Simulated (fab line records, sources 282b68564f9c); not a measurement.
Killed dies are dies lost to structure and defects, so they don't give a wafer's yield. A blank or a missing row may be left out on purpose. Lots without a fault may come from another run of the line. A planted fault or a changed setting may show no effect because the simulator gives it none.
Which tool did it? | flow rit_cmos | 13 lots, 39 wafers sampled, at 5 steps of a route of 202

WHAT THE GAUGES READ, wafer by wafer
RIT_FOX1_THK_MEAS_01. Usual: FOX1_OXIDE_THK 345 nm, standard deviation 5.8.
lot  | measured    | on            | FOX1_OXIDE_THK (nm) | flag
L771 | day 1 19:23 | film_metro-03 | 340 338 344         |
L772 | day 1 23:30 | film_metro-03 | 347 349 343         |
L773 | day 2 03:52 | film_metro-02 | 340 333 338         |
L774 | day 2 10:11 | film_metro-04 | 344 346 342         |
L775 | day 2 13:37 | film_metro-02 | 345 350 340         |
L776 | day 2 20:33 | film_metro-03 | 350 347 345         |
L777 | day 3 01:01 | film_metro-03 | 355 353 347         |
L778 | day 3 05:15 | film_metro-04 | 345 346 341         |
L779 | day 3 12:37 | film_metro-02 | 385 387 380         | OFF
L780 | day 3 17:11 | film_metro-04 | 387 382 379         | OFF
L789 | day 5 19:04 | film_metro-02 | 348 348 354         |
L793 | day 6 14:26 | film_metro-02 | 367 354 357         |
L794 | day 6 14:25 | film_metro-04 | 346 347 353         |

RIT_FOX2_THK_MEAS_90. Usual: FIELD_OXIDE_LEFT_1_THK 318 nm, standard deviation 6.2.
lot  | measured    | on            | FIELD_OXIDE_LEFT_1_THK (nm) | flag
L771 | day 1 22:03 | film_metro-02 | 324 316 318                 |
L772 | day 2 01:56 | film_metro-02 | 321 315 316                 |
L773 | day 2 07:48 | film_metro-01 | 321 325 320                 |
L774 | day 2 12:34 | film_metro-03 | 309 313 310                 |
L775 | day 2 15:59 | film_metro-02 | 319 313 319                 |
L776 | day 2 23:53 | film_metro-03 | 329 325 324                 |
L777 | day 3 03:23 | film_metro-01 | 317 325 315                 |
L778 | day 3 08:05 | film_metro-01 | 326 326 323                 |
L779 | day 3 17:02 | film_metro-03 | 317 322 317                 |
L780 | day 3 19:42 | film_metro-03 | 317 315 315                 |
L789 | day 6 04:35 | film_metro-03 | 320 322 319                 |
L793 | day 6 16:49 | film_metro-01 | 320 319 317                 |
L794 | day 6 16:47 | film_metro-03 | 318 318 320                 |

RIT_PWELL_TW_MEAS_10. Usual: PWELL_TW 948, standard deviation 8.5.
lot  | measured    | on            | PWELL_TW    | flag
L771 | day 2 01:09 | film_metro-01 | 945 942 943 |
L772 | day 2 05:02 | film_metro-01 | 944 949 945 |
L773 | day 2 11:02 | film_metro-04 | 944 943 943 |
L774 | day 2 15:40 | film_metro-04 | 937 937 939 |
L775 | day 2 19:13 | film_metro-04 | 941 943 945 |
L776 | day 3 03:09 | film_metro-03 | 969 966 967 |
L777 | day 3 06:36 | film_metro-04 | 943 944 944 |
L778 | day 3 11:34 | film_metro-03 | 965 970 964 |
L779 | day 3 20:08 | film_metro-01 | 949 954 955 |
L780 | day 3 22:52 | film_metro-01 | 948 951 951 |
L789 | day 6 07:49 | film_metro-04 | 936 940 940 |
L793 | day 6 21:51 | film_metro-04 | 935 944 936 |
L794 | day 6 21:40 | film_metro-04 | 938 936 935 |

WHICH TOOL RAN EACH LOT (tool, then ch and the chambers of the sampled wafers, then the start)
lot  | RIT_FOX1_OXIDATION_00        | RIT_PWELL_STRIP_09
L771 | furnace-01 ch 0, day 1 18:04 | plasma_asher-02 ch 0,1, day 2 00:59
L772 | furnace-04 ch 0, day 1 22:11 | plasma_asher-04 ch 0,1, day 2 04:52
L773 | furnace-01 ch 0, day 2 02:33 | plasma_asher-01 ch 0,1, day 2 10:51
L774 | furnace-04 ch 0, day 2 08:51 | plasma_asher-01 ch 0,1, day 2 15:31
L775 | furnace-04 ch 0, day 2 12:18 | plasma_asher-02 ch 0,1, day 2 19:03
L776 | furnace-04 ch 0, day 2 19:13 | plasma_asher-04 ch 0,1, day 3 03:01
L777 | furnace-04 ch 0, day 2 23:41 | plasma_asher-01 ch 0,1, day 3 06:28
L778 | furnace-03 ch 0, day 3 03:56 | plasma_asher-01 ch 0,1, day 3 11:23
L779 | furnace-04 ch 0, day 3 11:18 | plasma_asher-01 ch 0,1, day 3 19:58
L780 | furnace-04 ch 0, day 3 15:53 | plasma_asher-02 ch 0,1, day 3 22:41
L789 | furnace-03 ch 0, day 5 17:44 | plasma_asher-01 ch 0,1, day 6 07:40
L793 | furnace-01 ch 0, day 6 13:06 | plasma_asher-01 ch 0,1, day 6 21:43
L794 | furnace-01 ch 0, day 6 13:06 | plasma_asher-02 ch 0,1, day 6 21:29
- RIT_FOX1_OXIDATION_00: target thk 350.7 nm, ox time 1130 s.
- RIT_PWELL_STRIP_09: strips in O2, time 180 s.

WHAT THE TOOLS THEMSELVES READ (means of the sampled wafers that have a number; where no wafer has one, the mark that the record gives instead)
RIT_FOX1_OXIDATION_00. Usual: spike_tc_centre_C 1102.1 C, standard deviation 1; spike_tc_load_C 1127.9 C, standard deviation 1.2; spike_tc_source_C 1125.7 C, standard deviation 1.7; tube_center_temp_C 1100 C, standard deviation 0.096; tube_center_temp_C_max 1102.8, standard deviation 0.44; zone_power_load_pct 47 %, standard deviation 5.5; zone_power_source_pct 42 %, standard deviation 3.3.
lot  | tool       | spike_tc_centre_C (C) | spike_tc_load_C (C) | spike_tc_source_C (C) | tube_center_temp_C (C) | tube_center_temp_C_max | zone_power_load_pct (%) | zone_power_source_pct (%) | flag
L771 | furnace-01 | 1101.8                | 1129.5              | 1123.7                | 1100                   | 1103.1                 | 47                      | 45                        |
L772 | furnace-04 | 1103.7                | 1128.2              | 1124.9                | 1100                   | 1102.8                 | 51                      | 44                        |
L773 | furnace-01 | 1101.5                | 1129.0              | 1123.3                | 1100                   | 1102.8                 | 48                      | 45                        |
L774 | furnace-04 | 1102.2                | 1127.9              | 1125.0                | 1100                   | 1103.2                 | 52                      | 44                        |
L775 | furnace-04 | 1102.0                | 1127.3              | 1125.7                | 1100                   | 1102.5                 | 51                      | 44                        |
L776 | furnace-04 | 1103.6                | 1127.6              | 1125.5                | 1100                   | 1102.9                 | 51                      | 44                        |
L777 | furnace-04 | 1102.5                | 1127.6              | 1125.0                | 1100                   | 1102.9                 | 51                      | 44                        |
L778 | furnace-03 | 1101.4                | 1127.1              | 1127.3                | 1100                   | 1102.5                 | 38                      | 37                        |
L779 | furnace-04 | 1126.9                | 1153.4              | 1151.7                | 1125                   | 1127.8                 | 54                      | 46                        | OFF
L780 | furnace-04 | 1127.7                | 1152.3              | 1150.2                | 1125                   | 1127.9                 | 54                      | 47                        | OFF
L789 | furnace-03 | 1101.2                | 1128.0              | 1127.7                | 1100                   | 1102.6                 | 38                      | 37                        |
L793 | furnace-01 | 1102.6                | 1129.6              | 1123.9                | 1100                   | 1102.7                 | 48                      | 44                        |
L794 | furnace-01 | 1101.6                | 1129.8              | 1124.4                | 1100                   | 1102.5                 | 47                      | 45                        |

RIT_PWELL_STRIP_09. Usual: drypump_motor_current_A 5.8 A, standard deviation 0.49.
lot  | tool            | drypump_motor_current_A (A) | flag
L771 | plasma_asher-02 | 6.4                         |
L772 | plasma_asher-04 | 5.2                         |
L773 | plasma_asher-01 | 5.6                         |
L774 | plasma_asher-01 | 5.7                         |
L775 | plasma_asher-02 | 6.5                         |
L776 | plasma_asher-04 | 5.2                         |
L777 | plasma_asher-01 | 5.7                         |
L778 | plasma_asher-01 | 5.7                         |
L779 | plasma_asher-01 | 5.7                         |
L780 | plasma_asher-02 | 6.4                         |
L789 | plasma_asher-01 | 5.6                         |
L793 | plasma_asher-01 | 5.6                         |
L794 | plasma_asher-02 | 6.4                         |

THE ANSWER, worked out from the rows above alone
Rule: a lot is off if the mean of its wafers that have a number lies more than 3 standard deviations from the usual mean. A lot without any number at a reading at which 4 lots or more have one is off too. The other lots that the step has rows for count as sound. The gauges are gone through in route order, then the tools' own readings, and for those a lot's mean is taken as printed above. The first step at which some lot is off is used, and at that step the reading that is off furthest; a lot without a number counts as furthest.
Off: L779, L780, at RIT_FOX1_THK_MEAS_01 (FOX1_OXIDE_THK).
A tool fits if, at a process step before that reading, it ran every lot that is off, and no sound lot after the first of them. The gauges at RIT_FOX1_THK_MEAS_01 aren't tried: what is off there is off at RIT_FOX1_OXIDATION_00 too, on other tools, and a gauge's error can't cause that. One fits: furnace-04 at RIT_FOX1_OXIDATION_00. Its last sound lot is L777 (day 2 23:41), its first lot that is off L779 (day 3 11:18): a fault that began between those two fits.
The tool's own readings at RIT_FOX1_OXIDATION_00 bear it out: on the lots that are off they differ by more than 5 times the standard deviation of the sound lots' means. spike_tc_centre_C reads 1127.3 C there against 1102.2 C on the sound lots; spike_tc_load_C reads 1152.8 C there against 1128.3 C on the sound lots; spike_tc_source_C reads 1151.0 C there against 1125.1 C on the sound lots; tube_center_temp_C reads 1125 C there against 1100 C on the sound lots; tube_center_temp_C_max reads 1127.8 there against 1102.8 on the sound lots.

WHAT THE SIMULATOR HAD PUT IN
Process parameter drift: furnace-04, from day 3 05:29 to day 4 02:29, at RIT_FOX1_OXIDATION_00. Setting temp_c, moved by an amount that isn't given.
Lots struck among those shown: L779, L780. The rule above found the same.
